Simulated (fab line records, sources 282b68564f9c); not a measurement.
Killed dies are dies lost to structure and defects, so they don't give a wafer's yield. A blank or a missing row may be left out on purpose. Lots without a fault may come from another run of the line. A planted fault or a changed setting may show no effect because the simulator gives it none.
Split-lot experiment | flow rit_cmos | 5 lots, 23 wafers read, on a route of 202 steps

THE SPLIT
At RIT_PSD_IMPLANT_08, the setting energy_kev was moved away from the recipe's 27 on 10 of the 23 wafers read, by -5.6% to +3.1%. The other wafers ran this setting at the recipe's value.

FROM THE SPLIT TO THE READING: what the file shows between them, 3 steps
- RIT_PSD_STRIP_09: strips in O2, time 180 s
- RIT_SDANNEAL_CLEAN_02: cleans in SC2, time 600 s
- RIT_SDANNEAL_RTA_03: time 5 s

THE READING
PSD_RS, in ohm/sq, at RIT_SDANNEAL_RS_MEAS_04 (measures by four-point-probe). Fault-free wafers of this fab line usually give 115.9 ohm/sq, standard deviation 0.3 ohm/sq.

wafer  | tool, chamber at the split | energy_kev as run | against the recipe | PSD_RS, ohm/sq | against lot-mates on the recipe
L074.1 | implanter-04, 0            | 27.85             | +3.1%              | 114.7          | -1.5
L074.2 | implanter-04, 0            | 27.85             | +3.1%              | 114.4          | -1.8
L074.3 | implanter-04, 0            | 27                | recipe             | 116.1          | -
L074.5 | implanter-04, 0            | 27                | recipe             | 116.5          | -
L074.6 | implanter-04, 0            | 27                | recipe             | 116.0          | -
L075.2 | implanter-01, 0            | 27                | recipe             | 116.2          | -
L075.3 | implanter-01, 0            | 27                | recipe             | 116.0          | -
L075.4 | implanter-01, 0            | 26.38             | -2.3%              | 116.8          | +0.7
L075.5 | implanter-01, 0            | 27                | recipe             | 116.1          | -
L075.6 | implanter-01, 0            | 26.38             | -2.3%              | 117.5          | +1.4
L076.1 | implanter-03, 0            | 27                | recipe             | 115.9          | -
L076.2 | implanter-03, 0            | 27.49             | +1.8%              | 114.8          | -0.9
L076.4 | implanter-03, 0            | 27                | recipe             | 115.5          | -
L076.5 | implanter-03, 0            | 27.49             | +1.8%              | 114.3          | -1.4
L076.6 | implanter-03, 0            | 27.49             | +1.8%              | 115.0          | -0.7
L078.1 | implanter-03, 0            | 27                | recipe             | 115.6          | -
L078.4 | implanter-03, 0            | 27                | recipe             | 116.2          | -
L078.5 | implanter-03, 0            | 27                | recipe             | 115.4          | -
L084.1 | implanter-03, 0            | 25.5              | -5.6%              | 119.5          | +3.3
L084.2 | implanter-03, 0            | 25.5              | -5.6%              | 119.7          | +3.5
L084.4 | implanter-03, 0            | 25.5              | -5.6%              | 119.8          | +3.6
L084.5 | implanter-03, 0            | 27                | recipe             | 116.4          | -
L084.6 | implanter-03, 0            | 27                | recipe             | 115.9          | -

THE FIT
A straight line over all 23 wafers: PSD_RS changes by -0.621 ohm/sq for each +1% of energy_kev; r = -0.97; the points scatter about the line by 0.36 ohm/sq.
The same after taking each lot's own level away (the mean of its wafers on the recipe; 23 wafers): -0.595 ohm/sq for each +1%; r = -0.98; scatter 0.29 ohm/sq.
On that fit, the largest move of energy_kev shifts the reading by 3.3 ohm/sq.
The lots' own levels span 115.70 to 116.20 ohm/sq, that is 1.7 times the standard deviation above.
So the lot-to-lot level changes the slope little: the two slopes agree.
Check: with one of the wafers moved furthest among these (-5.6%) left out of the fit, the line predicts +3.33 ohm/sq for it against its lot-mates. It came out at +3.35 ohm/sq against them.

OTHER SPLITS ON THESE WAFERS
These wafers also went through other splits before the reading. Each is held against what the fit with the lots' levels taken away leaves over:
other split on the same wafers | wafers away from the commonest value | r with PSD_RS (lot level and that fit taken away)
RIT_NSD_COAT_01 spin_rpm       | 5                                    | -0.34

THE WHOLE CHAIN: every reading that the file lists as answering this split, in the file's order
step                    | what it does                 | reading                                                         | change (the file's fit)                | r (the file's)
RIT_PSD_IMPLANT_08      |                              | implant.rp_nm (the simulator's own value, which no gauge read)  | +0.18 nm for each +1% of the setting   | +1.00
RIT_PSD_IMPLANT_08      |                              | implant.drp_nm (the simulator's own value, which no gauge read) | +0.0852 nm for each +1% of the setting | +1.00
RIT_SDANNEAL_RS_MEAS_04 | measures by four-point-probe | PSD_RS                                                          | -0.589 for each +1% of the setting     | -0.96

THE FILE'S OWN FIT
PSD_RS changes by -0.589 ohm/sq for each +1% of energy_kev, r = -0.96.
